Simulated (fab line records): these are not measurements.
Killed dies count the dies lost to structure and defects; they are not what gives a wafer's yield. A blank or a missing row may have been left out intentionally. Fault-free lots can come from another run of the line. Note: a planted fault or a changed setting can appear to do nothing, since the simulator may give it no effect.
What tool caused it? :: flow rit_cmos :: Sampling: 14 lots, 42 wafers, 2 of 202 route steps

WHAT THE GAUGES READ, wafer by wafer
RIT_SDANNEAL_RS_MEAS_06: measurement is done with a four-point probe. Usual: PLDD_RS typically reads 178.5 ohm/sq, with standard deviation 0.53.
lot: L827
measured: day 3 12:41
on: film_metro-04
PLDD_RS (ohm/sq): 177.6 178.5 177.6
flag: 

lot: L830
measured: day 4 02:40
on: film_metro-02
PLDD_RS (ohm/sq): 178.8 178.2 178.9
flag: 

lot: L831
measured: day 4 06:15
on: film_metro-01
PLDD_RS (ohm/sq): 179.3 178.9 179.6
flag: 

lot: L832
measured: day 4 06:40
on: film_metro-02
PLDD_RS (ohm/sq): 178.8 179.2 179.4
flag: 

lot: L834
measured: day 4 21:49
on: film_metro-04
PLDD_RS (ohm/sq): 179.2 178.8 178.9
flag: 

lot: L835
measured: day 4 22:56
on: film_metro-02
PLDD_RS (ohm/sq): 178.5 178.4 178.0
flag: 

lot: L836
measured: day 5 09:50
on: film_metro-01
PLDD_RS (ohm/sq): 177.9 178.0 178.3
flag: 

lot: L839
measured: day 6 00:46
on: film_metro-02
PLDD_RS (ohm/sq): 179.0 179.0 178.4
flag: 

lot: L840
measured: day 6 04:52
on: film_metro-02
PLDD_RS (ohm/sq): 178.2 179.0 178.0
flag: 

lot: L841
measured: day 6 16:30
on: film_metro-04
PLDD_RS (ohm/sq): 178.2 178.2 178.1
flag: 

lot: L844
measured: day 7 01:10
on: film_metro-01
PLDD_RS (ohm/sq): 182.4 182.0 182.2
flag: OFF

lot: L847
measured: day 7 12:22
on: film_metro-01
PLDD_RS (ohm/sq): 183.2 183.3 182.9
flag: OFF

lot: L848
measured: day 7 16:26
on: film_metro-04
PLDD_RS (ohm/sq): 177.6 177.8 178.2
flag: 

lot: L849
measured: day 7 19:16
on: film_metro-01
PLDD_RS (ohm/sq): 179.0 178.3 178.1
flag: 

WHICH TOOL RAN EACH LOT (tool, then ch and the chambers of the sampled wafers, then the start)
lot: L827
RIT_PLDD_IMPLANT_08: implanter-02 ch 0, day 3 06:10

lot: L830
RIT_PLDD_IMPLANT_08: implanter-02 ch 0, day 3 20:04

lot: L831
RIT_PLDD_IMPLANT_08: implanter-03 ch 0, day 3 23:42

lot: L832
RIT_PLDD_IMPLANT_08: implanter-04 ch 0, day 4 00:05

lot: L834
RIT_PLDD_IMPLANT_08: implanter-03 ch 0, day 4 15:02

lot: L835
RIT_PLDD_IMPLANT_08: implanter-03 ch 0, day 4 15:14

lot: L836
RIT_PLDD_IMPLANT_08: implanter-04 ch 0, day 5 03:28

lot: L839
RIT_PLDD_IMPLANT_08: implanter-03 ch 0, day 5 18:08

lot: L840
RIT_PLDD_IMPLANT_08: implanter-03 ch 0, day 5 21:55

lot: L841
RIT_PLDD_IMPLANT_08: implanter-04 ch 0, day 6 09:31

lot: L844
RIT_PLDD_IMPLANT_08: implanter-03 ch 0, day 6 17:45

lot: L847
RIT_PLDD_IMPLANT_08: implanter-03 ch 0, day 7 05:11

lot: L848
RIT_PLDD_IMPLANT_08: implanter-02 ch 0, day 7 09:50

lot: L849
RIT_PLDD_IMPLANT_08: implanter-02 ch 0, day 7 11:19
- RIT_PLDD_IMPLANT_08

AS READ BY THE TOOLS THEMSELVES (means over the sampled wafers that have a number; for cases with no such wafer, the mark the record gives instead)
RIT_PLDD_IMPLANT_08. Usual: tilt_deg 7.007 degrees, standard deviation 0.023.
lot: L827
tool: implanter-02
tilt_deg (degrees): 7.035
flag: 

lot: L830
tool: implanter-02
tilt_deg (degrees): 7.030
flag: 

lot: L831
tool: implanter-03
tilt_deg (degrees): 7.018
flag: 

lot: L832
tool: implanter-04
tilt_deg (degrees): 6.986
flag: 

lot: L834
tool: implanter-03
tilt_deg (degrees): 6.974
flag: 

lot: L835
tool: implanter-03
tilt_deg (degrees): 7.027
flag: 

lot: L836
tool: implanter-04
tilt_deg (degrees): 7.030
flag: 

lot: L839
tool: implanter-03
tilt_deg (degrees): 7.011
flag: 

lot: L840
tool: implanter-03
tilt_deg (degrees): 6.988
flag: 

lot: L841
tool: implanter-04
tilt_deg (degrees): 7.010
flag: 

lot: L844
tool: implanter-03
tilt_deg (degrees): 6.981
flag: 

lot: L847
tool: implanter-03
tilt_deg (degrees): 7.036
flag: 

lot: L848
tool: implanter-02
tilt_deg (degrees): 7.034
flag: 

lot: L849
tool: implanter-02
tilt_deg (degrees): 6.977
flag: 

THE ANSWER, worked out from the rows above alone
Rule: a lot is off if the mean of its wafers that have a number lies more than 3 standard deviations from the usual mean. Also off: a lot with no number at a reading for which 4 or more lots have one. Where the step has rows for the other lots, those lots are counted as sound. Order of review: gauges by route order, followed by the tools' own readings, for which a lot's mean as printed above is used. At the first step where some lot is off, the reading lying furthest off is the one used; lots without a number count as furthest.
Off: L844, L847, seen at RIT_SDANNEAL_RS_MEAS_06 (PLDD_RS).
A tool fits if, at a process step before that reading, it ran every lot that is off, and no sound lot after the first of them. The gauges at RIT_SDANNEAL_RS_MEAS_06 are tried like those tools. One fits: implanter-03 at RIT_PLDD_IMPLANT_08. Its last sound lot is L840 (day 5 21:55), its first lot that is off L844 (day 6 17:45): a fault that began between those two fits.

WHAT HAD BEEN PUT IN BY THE SIMULATOR
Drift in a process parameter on implanter-03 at RIT_PLDD_IMPLANT_08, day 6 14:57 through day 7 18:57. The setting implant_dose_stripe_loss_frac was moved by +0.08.
Shown lots that were struck: L844, L847. The rule given above showed the same thing.
